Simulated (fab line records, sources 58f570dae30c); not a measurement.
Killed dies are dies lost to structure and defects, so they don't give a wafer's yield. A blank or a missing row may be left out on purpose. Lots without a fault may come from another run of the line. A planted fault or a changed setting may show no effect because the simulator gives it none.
Split-lot experiment | flow berkeley_cmos170 | 5 lots, 23 wafers read, on a route of 331 steps

THE SPLIT
At UCB170_PSD_IMPLANT_08, the setting dose_cm2 was moved away from the recipe's 3e+15 on 7 of the 23 wafers read, by -5.5% to +4.3%. The other wafers ran this setting at the recipe's value.

FROM THE SPLIT TO THE READING: what the file shows between them, 7 steps
- UCB170_PSD_STRIP_09: strips in O2
- UCB170_BACKSIDE_COAT_01: resist thk 900 nm (also split here: resist_thk_nm)
- UCB170_BACKSIDE_SOFTBAKE_02: time 60 s
- UCB170_BACKSIDE_STRIP_03: strips in O2
- UCB170_BACKSIDE_CLEAN_04: cleans in SPM, time 600 s
- UCB170_SDANNEAL_RTA_00: time 10 s
- UCB170_SDANNEAL_RTA_01: time 5 s

THE READING
PSD_RS, in ohm/sq, at UCB170_SDANNEAL_RS_MEAS_02 (measures by four-point-probe). Fault-free wafers of this fab line usually give 75.46 ohm/sq, standard deviation 0.28 ohm/sq.

wafer  | tool, chamber at the split | dose_cm2 as run | against the recipe | PSD_RS, ohm/sq | against lot-mates on the recipe
L075.1 | implanter-01, 0            | 3e+15           | recipe             | 75.41          | -
L075.3 | implanter-01, 0            | 3e+15           | recipe             | 75.95          | -
L075.4 | implanter-01, 0            | 3.128e+15       | +4.3%              | 73.30          | -2.44
L075.5 | implanter-01, 0            | 3.128e+15       | +4.3%              | 73.34          | -2.40
L075.6 | implanter-01, 0            | 3e+15           | recipe             | 75.86          | -
L077.1 | implanter-02, 0            | 2.835e+15       | -5.5%              | 79.53          | +3.67
L077.2 | implanter-02, 0            | 2.835e+15       | -5.5%              | 78.81          | +2.95
L077.3 | implanter-02, 0            | 3e+15           | recipe             | 75.71          | -
L077.4 | implanter-02, 0            | 2.835e+15       | -5.5%              | 79.09          | +3.23
L077.5 | implanter-02, 0            | 3e+15           | recipe             | 76.02          | -
L078.1 | implanter-02, 0            | 3e+15           | recipe             | 75.48          | -
L078.3 | implanter-02, 0            | 3e+15           | recipe             | 75.31          | -
L078.6 | implanter-02, 0            | 3e+15           | recipe             | 75.11          | -
L080.1 | implanter-03, 0            | 3e+15           | recipe             | 75.38          | -
L080.2 | implanter-03, 0            | 3e+15           | recipe             | 75.44          | -
L080.3 | implanter-03, 0            | 3e+15           | recipe             | 75.72          | -
L080.4 | implanter-03, 0            | 3e+15           | recipe             | 75.14          | -
L080.5 | implanter-03, 0            | 3e+15           | recipe             | 75.38          | -
L082.1 | implanter-02, 0            | 2.911e+15       | -3.0%              | 77.05          | +1.85
L082.2 | implanter-02, 0            | 3e+15           | recipe             | 75.53          | -
L082.3 | implanter-02, 0            | 2.911e+15       | -3.0%              | 77.16          | +1.96
L082.5 | implanter-02, 0            | 3e+15           | recipe             | 74.86          | -
L082.6 | implanter-02, 0            | 3e+15           | recipe             | 75.20          | -

THE FIT
A straight line over all 23 wafers: PSD_RS changes by -0.606 ohm/sq for each +1% of dose_cm2; r = -0.98; the points scatter about the line by 0.34 ohm/sq.
The same after taking each lot's own level away (the mean of its wafers on the recipe; 23 wafers): -0.592 ohm/sq for each +1%; r = -0.99; scatter 0.22 ohm/sq.
On that fit, the largest move of dose_cm2 shifts the reading by 3.3 ohm/sq.
The lots' own levels span 75.197 to 75.865 ohm/sq, that is 2.4 times the standard deviation above.
So the lot-to-lot level changes the slope little: the two slopes agree.
Check: with one of the wafers moved furthest among these (-5.5%) left out of the fit, the line predicts +3.17 ohm/sq for it against its lot-mates. It came out at +3.67 ohm/sq against them.

OTHER SPLITS ON THESE WAFERS
These wafers also went through other splits before the reading. Each is held against what the fit with the lots' levels taken away leaves over:
other split on the same wafers        | wafers away from the commonest value | r with PSD_RS (lot level and that fit taken away)
UCB170_GATE_EXPOSE_09 dose_mj         | 11                                   | +0.03
UCB170_PLDD_EXPOSE_03 dose_mj         | 5                                    | +0.26
UCB170_NLDD_COAT_01 spin_rpm          | 4                                    | +0.21
UCB170_BACKSIDE_COAT_01 resist_thk_nm | 7                                    | +0.02

THE WHOLE CHAIN: every reading that the file lists as answering this split, in the file's order
step                       | what it does                 | reading                  | change (the file's fit)              | r (the file's)
UCB170_PSD_STRIP_09        | strips in O2                 | strip_time_to_endpoint_s | withheld for each +1% of the setting | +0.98
UCB170_SDANNEAL_RS_MEAS_02 | measures by four-point-probe | PSD_RS                   | -0.594 for each +1% of the setting   | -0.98

THE FILE'S OWN FIT
PSD_RS changes by -0.594 ohm/sq for each +1% of dose_cm2, r = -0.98.
